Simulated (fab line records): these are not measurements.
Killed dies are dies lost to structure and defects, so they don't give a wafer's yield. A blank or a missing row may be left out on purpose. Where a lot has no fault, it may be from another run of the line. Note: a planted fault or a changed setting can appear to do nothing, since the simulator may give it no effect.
Lot-split experiment -- flow berkeley cmos170 -- 5 lots, 23 wafers read, on a route of 331 steps

## THE SPLIT
At UCB170_NSD_IMPLANT_08, the setting dose cm2 was moved away from the recipe's 3e+15 on 5 of the 23 wafers read, by -5.5% to +4.1%. The other wafers ran this setting at the recipe's value.

## FROM THE SPLIT TO THE READING: what the file shows between them, 7 steps
- UCB170_NSD_STRIP_09: strips in O2
- UCB170_BACKSIDE_SOFTBAKE_02: time 60 s (also split here: time s)
- UCB170_BACKSIDE_STRIP_03: strips in O2
- UCB170_BACKSIDE_CLEAN_04: cleans in SPM, time 600 s
- UCB170_SDANNEAL_RTA_00: time 10 s
- UCB170_SDANNEAL_RTA_01: time 5 s
- UCB170_SDANNEAL_RS_MEAS_02: measures by four-point-probe

## THE READING
Measured at UCB170_SDANNEAL_RS_MEAS_03 by four-point probe: NSD_RS, in ohm/sq. Typical for fault-free wafers on this fab line: 37.28 ohm/sq, with standard deviation 0.11 ohm/sq.

wafer,"tool, chamber at the split",dose cm2 as run,against the recipe,"NSD_RS, ohm/sq",against lot-mates on the recipe
L074.1,"implanter-04, 0",3e+15,recipe,37.29,-
L074.2,"implanter-04, 0",3e+15,recipe,37.34,-
L074.3,"implanter-04, 0",3e+15,recipe,37.24,-
L076.1,"implanter-03, 0",3e+15,recipe,37.26,-
L076.2,"implanter-03, 0",3e+15,recipe,37.36,-
L076.3,"implanter-03, 0",3e+15,recipe,37.33,-
L076.4,"implanter-03, 0",3e+15,recipe,37.21,-
L076.6,"implanter-03, 0",3e+15,recipe,37.42,-
L077.1,"implanter-04, 0",3e+15,recipe,37.43,-
L077.3,"implanter-04, 0",3e+15,recipe,37.34,-
L077.4,"implanter-04, 0",3e+15,recipe,37.44,-
L077.5,"implanter-04, 0",3e+15,recipe,37.41,-
L077.6,"implanter-04, 0",3e+15,recipe,37.25,-
L081.2,"implanter-03, 0",3e+15,recipe,37.23,-
L081.3,"implanter-03, 0",3e+15,recipe,37.31,-
L081.4,"implanter-03, 0",2.835e+15,-5.5%,38.22,+0.95
L081.5,"implanter-03, 0",2.835e+15,-5.5%,38.15,+0.88
L081.6,"implanter-03, 0",2.835e+15,-5.5%,38.28,+1.01
L082.2,"implanter-01, 0",3.122e+15,+4.1%,36.59,-0.54
L082.3,"implanter-01, 0",3e+15,recipe,36.99,-
L082.4,"implanter-01, 0",3e+15,recipe,37.23,-
L082.5,"implanter-01, 0",3.122e+15,+4.1%,36.51,-0.62
L082.6,"implanter-01, 0",3e+15,recipe,37.17,-

THE FIT
A straight line over all 23 wafers: NSD_RS changes by -0.172 ohm/sq for each +1% of dose cm2; r = -0.97; the points scatter about the line by 0.1 ohm/sq.
The same after taking each lot's own level away (the mean of its wafers on the recipe; 23 wafers): -0.163 ohm/sq for each +1%; r = -0.98; scatter 0.076 ohm/sq.
The reading moves by 0.9 ohm/sq for the largest change in dose cm2, on that fit.
The lots' own levels span 37.130 to 37.374 ohm/sq, that is 2.2 times the standard deviation above.
The two slopes agree, so the slope changes little with the lot-to-lot level.
Check: +0.898 ohm/sq against its lot-mates is what the line predicts for one of the wafers moved furthest among these (-5.5%) when that wafer is left out of the fit. It came out at +0.95 ohm/sq against them.

## OTHER SPLITS ON THESE WAFERS
These wafers also went through other splits before the reading. Each is held against what the fit with the lots' levels taken away leaves over:
other split on the same wafers,wafers away from the commonest value,r with NSD_RS (lot level and that fit taken away)
UCB170_PLDD_EXPOSE_03 dose mj,4,-0.25
UCB170_PSD_IMPLANT_08 dose cm2,9,+0.31
UCB170_BACKSIDE_SOFTBAKE_02 time s,8,+0.02

## THE WHOLE CHAIN: every reading that the file lists as answering this split, in the file's order
step,what it does,reading,change (the file's fit),r (the file's)
UCB170_NSD_STRIP_09,strips in O2,strip time to endpoint s,withheld for each +1% of the setting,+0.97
UCB170_SDANNEAL_RS_MEAS_03,measures by four-point-probe,NSD_RS,-0.162 for each +1% of the setting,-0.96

## FILE'S OWN FIT
NSD_RS changes by -0.162 ohm/sq for each +1% of dose cm2, r = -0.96.
